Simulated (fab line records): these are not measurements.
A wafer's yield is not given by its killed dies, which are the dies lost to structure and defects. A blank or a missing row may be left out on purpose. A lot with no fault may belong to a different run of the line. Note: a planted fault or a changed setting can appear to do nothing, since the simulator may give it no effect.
Which tool was responsible?	flow berkeleyCmos170	route of 331 steps, sampled at 1 step: 6 lots, 18 wafers

WHAT EACH GAUGE READ, for each wafer
UCB170_V1_THK_MEAS_04.
lot	measured	on	V1_POLISHED_THK (nm)
L472	day 8 21:58	filmMetro-04	999.4 1000.8 1000.3
L477	day 9 01:59	filmMetro-04	1002.8 999.6 999.5
L484	day 10 19:18	filmMetro-04	999.8 999.1 999.1
L487	day 11 15:20	filmMetro-03	998.5 1000.1 1000.6
L492	day 12 07:28	filmMetro-04	1000.0 998.3 1001.0
L493	day 12 08:47	filmMetro-04	999.6 998.6 998.3

EACH LOT AND THE TOOL THAT RAN IT (in order: tool; ch and the chambers of the sampled wafers; start)
Record: no process step prior to these readings.

THE ANSWER, worked out from the rows above alone
Rule: the usual values come from the lots themselves. The widest of any qualifying gaps counts: lots, ordered by their means at a reading, are off when they make up no more than a third of the lots, leave a main group of 4 or more, and stand apart from it by 3 or more times the standard deviation of that group's means. Not used: any main group whose means are identical at the precision the tables above print for the reading. A lot without any number at a reading at which 4 lots or more have one is off too. The other lots that the step has rows for count as sound.
No lot is off on any of the readings shown, so nothing can be concluded from this.

WHAT THE SIMULATOR HAD INSERTED
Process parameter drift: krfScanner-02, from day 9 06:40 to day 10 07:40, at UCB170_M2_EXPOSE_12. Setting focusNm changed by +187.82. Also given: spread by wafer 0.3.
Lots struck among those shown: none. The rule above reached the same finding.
